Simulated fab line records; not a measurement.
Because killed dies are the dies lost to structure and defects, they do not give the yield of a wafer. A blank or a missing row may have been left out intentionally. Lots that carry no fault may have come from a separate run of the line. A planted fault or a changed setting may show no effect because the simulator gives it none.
A lot that was struck, set against a sound lot || flow berkeley cmos170 || 23 steps out of a route of 331
Sound: these wafers, L864.3, L864.5, L864.6. Wafers L874.1, L874.4, L874.5 were the ones struck. At the end, the cause is stated.
For every step that has rows: the tool of each side, followed by ch and its chambers, followed by its first start. Under that, the readings that differ: sound wafers || struck wafers || difference of the means || sigmas: that difference in standard deviations of wafers without a fault.
alike: readings whose means differ by less than 2 such deviations, and words and numbers that are the same on both sides. not compared: withheld readings, readings that some wafer has no value for, bounds like >300 that may hide the same value, and numbers for which the record gives no deviation and whose values overlap.
The two part at a step that has a row with sigmas, a row that says differs or no value, or rows on one side only. Non-overlapping numbers with no deviation appear without sigmas and do not part them. A reading missing from all wafers of one side parts the sides only when that side holds two or more wafers.

first, 6 steps without rows for these wafers: UCB170_ZERO_HMDS_00 (prime time 60 s); UCB170_ZERO_COAT_01 (resist thk 900 nm); UCB170_ZERO_SOFTBAKE_02 (time 60 s); UCB170_ZERO_EXPOSE_03 (exposes mask PM MARKS, target cd 4000 nm); UCB170_ZERO_PEB_04; UCB170_ZERO_DEVELOP_05 (develop time 45 s).
UCB170_ZERO_ETCH_06: etches SiO2 in CHF3/CF4/Ar, time 12 s.
  sound on rie diel-04 ch 1,2,3, day 2 16:12; struck on rie diel-01 ch 0,1,2, day 4 21:34
  alike: drypump motor current A, oes product au, throttle valve pct
  not compared: rf hours counter h
UCB170_ZERO_STRIP_07: strips in O2.
  sound on plasma asher-03 ch 0,1, day 2 16:15; struck on plasma asher-03 ch 0,1, day 4 21:35
  alike: drypump motor current A, oes product au, strip time to endpoint s
  not compared: rf hours counter h
then, 2 steps without rows for these wafers: UCB170_NWELL_WET_ETCH_00 (etches SiO2 in dHF, time 200 s); UCB170_NWELL_OXIDATION_01 (target thk 26.4 nm, ox time 1260 s).
UCB170_NWELL_THK_MEAS_02:
  sound on film metro-03 at day 2 18:49; struck on film metro-04 at day 5 04:09
  alike: NWELL_OXIDE_THK
then, 1 step without rows for these wafers: UCB170_NWELL_ANNEAL_03 (time 900 s).
UCB170_NWELL_CVD_04: deposits Si3N4 from SiH2Cl2/NH3, target thk 224 nm, time 3212 s.
  sound on lpcvd-01 ch 1, day 3 00:11; struck on lpcvd-02 ch 0, day 5 10:09
{"reading": "model.Si3N4_of_NWELL_CVD_04.thk nm (nm)", "sound": "214.9 214.1 217.2", "struck": "317.3 319.1 317.7", "difference": "+102.6", "sigmas": ""}
UCB170_NWELL_THK_MEAS_05:
  sound on film metro-04 at day 3 02:08; struck on film metro-04 at day 5 12:05
{"reading": "NWELL_NITRIDE_THK (nm)", "sound": "215.0 214.2 217.2", "struck": "317.5 319.6 317.9", "difference": "+102.9", "sigmas": "+64"}
then, 6 steps without rows for these wafers: UCB170_NWELL_HMDS_06 (prime time 60 s); UCB170_NWELL_COAT_07 (resist thk 900 nm); UCB170_NWELL_SOFTBAKE_08 (time 60 s); UCB170_NWELL_EXPOSE_09 (exposes mask NWELL, target cd 3000 nm); UCB170_NWELL_PEB_10; UCB170_NWELL_DEVELOP_11 (develop time 45 s).
UCB170_NWELL_OVL_MEAS_12:
  sound on overlay-01 at day 3 03:24; struck on overlay-01 at day 5 13:46
  alike: NWELL_OVL
UCB170_NWELL_ETCH_13: etches Si3N4 in CH3F/Ar/O2, stops on SiO2, target depth 246.4 nm, time 154 s.
  sound on rie diel-01 ch 0,1,3, day 3 03:25; struck on rie diel-02 ch 1,3, day 5 13:48
{"reading": "oes product au (a.u.)", "sound": "0.940 0.903 0.929", "struck": "1.028 0.996 1.036", "difference": "+0.096", "sigmas": "+6"}
{"reading": "model.etch.depth nm (nm)", "sound": "214.9 214.1 217.2", "struck": "246 245 247.7", "difference": "+31", "sigmas": ""}
  alike: CH3F_flow_sccm, drypump motor current A, throttle valve pct
  not compared: rf hours counter h
after that, 1 step had no rows for these wafers: UCB170_NWELL_IMPLANT_14.

WHERE THEY PART
Last at UCB170_NWELL_ETCH_13 as far as this record goes, first at UCB170_NWELL_THK_MEAS_05.

WHY: the cause the simulator had injected
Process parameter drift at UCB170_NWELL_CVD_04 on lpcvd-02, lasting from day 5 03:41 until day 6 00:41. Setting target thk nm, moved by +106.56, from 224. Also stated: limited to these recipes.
